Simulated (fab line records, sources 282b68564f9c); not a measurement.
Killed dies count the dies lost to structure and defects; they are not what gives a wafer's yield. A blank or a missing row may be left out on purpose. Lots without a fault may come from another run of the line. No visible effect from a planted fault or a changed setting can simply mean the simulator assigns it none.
Problem report in the 8D (eight disciplines) form, filled by code || flow rit_cmos || the parts of the form that need people (team, actions taken, sign-off) are left out

== 1. THE ISSUE ==
oes_product_au at RIT_ACTIVE_ETCH_13 reads a mean of 0.756 a.u. on 2 wafers of 2 lots; wafers without a fault read 0.818 a.u. with a standard deviation of 0.012. That puts it -5.2 standard deviations away from the usual mean.
The step: etches Si3N4 in SF6, stops on SiO2, time 210 s, target depth 210 nm.
First observed at day 4 13:40: wafer L387.5, on rie_diel-01. At this step, 42 wafers from 14 lots have a number in the record. By rule, "out" or "out of limits" means more than 4 standard deviations away from the usual mean. All remaining wafers that have a number are taken as sound.

== 2. WHAT IT IS, AND WHAT IT ISN'T ==
{"question": "which readings at this step", "is": "oes_product_au", "is not": "drypump_motor_current_A, throttle_valve_pct"}
{"question": "which lots", "is": "L387, L390", "is not": "L373, L374, L375, L378, L379, L380, L381, L382, L383, L384, L395, L396"}
{"question": "which wafers of those lots", "is": "L387.5, L390.6", "is not": "L387.3, L387.6, L390.4, L390.5"}
{"question": "read on which tools", "is": "rie_diel-01", "is not": "rie_diel-02, rie_diel-04"}
{"question": "when", "is": "from day 4 13:40", "is not": "up to then (32 sound wafers); but 8 sound wafers of L390, L395, L396 came after"}

== 3. SUSPECTS, AND WHAT RULES EACH OUT ==
Counting: a tool at a process step up to the reading stays a suspect if it ran every lot that is out. Sound lots after the first of them don't rule it out here, since some wafers of a struck lot are sound.
- rie_diel-01 at RIT_ACTIVE_ETCH_13 (etches Si3N4 in SF6, stops on SiO2, time 210 s, target depth 210 nm): kept. Every lot that is out went through it, the first being L387 (day 4 13:40); the last sound lot it ran before that was L382 (day 3 12:16). On those wafers its own readings are out: oes_product_au.
- In rie_diel-01 at RIT_ACTIVE_ETCH_13, the wafers that are out were processed in chamber 3 and their sound lot-mates in chambers 0, 1, 2.
The count leaves rie_diel-01 at RIT_ACTIVE_ETCH_13.

== 4. THE CAUSE (what the simulator had put in) ==
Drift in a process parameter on rie_diel-01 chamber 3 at RIT_ACTIVE_ETCH_13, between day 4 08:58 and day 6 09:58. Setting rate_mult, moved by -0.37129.
Counting left only this tool.

== 5. SEQUENCE OF EFFECTS, ordered by route ==
Each row: a reading whose mean over the struck wafers that have a number lies more than 3 standard deviations from the usual. Readings are gone through only where the record gives a usual standard deviation; hours: the median, over the lots, of the time from a lot's start at the first step in this table giving one to that lot's start at this step; sigmas: the change measured in usual standard deviations.
{"hours": 0, "step": "RIT_ACTIVE_ETCH_13", "reading": "oes_product_au", "usual": "0.818 a.u.", "on struck wafers": 0.756, "change": -0.062, "sigmas": -5.2}
{"hours": 46, "step": "RIT_M1_PROBE_99", "reading": "killed_at_front_end", "usual": 6.2, "on struck wafers": 264.0, "change": "+257.8", "sigmas": "+92"}
{"hours": 46, "step": "RIT_M1_PROBE_99", "reading": "killed_dies", "usual": 6.3, "on struck wafers": 264.0, "change": "+257.7", "sigmas": "+95"}
{"hours": 46, "step": "RIT_M1_PROBE_99", "reading": "killed_on_rim", "usual": 1.7, "on struck wafers": 70.0, "change": "+68.3", "sigmas": "+53"}
Process steps it contains:
- RIT_ACTIVE_ETCH_13: etches Si3N4 in SF6, stops on SiO2, time 210 s, target depth 210 nm.
- RIT_M1_PROBE_99

== 6. HOW IT WOULD HAVE BEEN CAUGHT EARLIER ==
In this record the first reading out of limits was taken at day 4 13:40, 5 hours after the fault began at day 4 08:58.
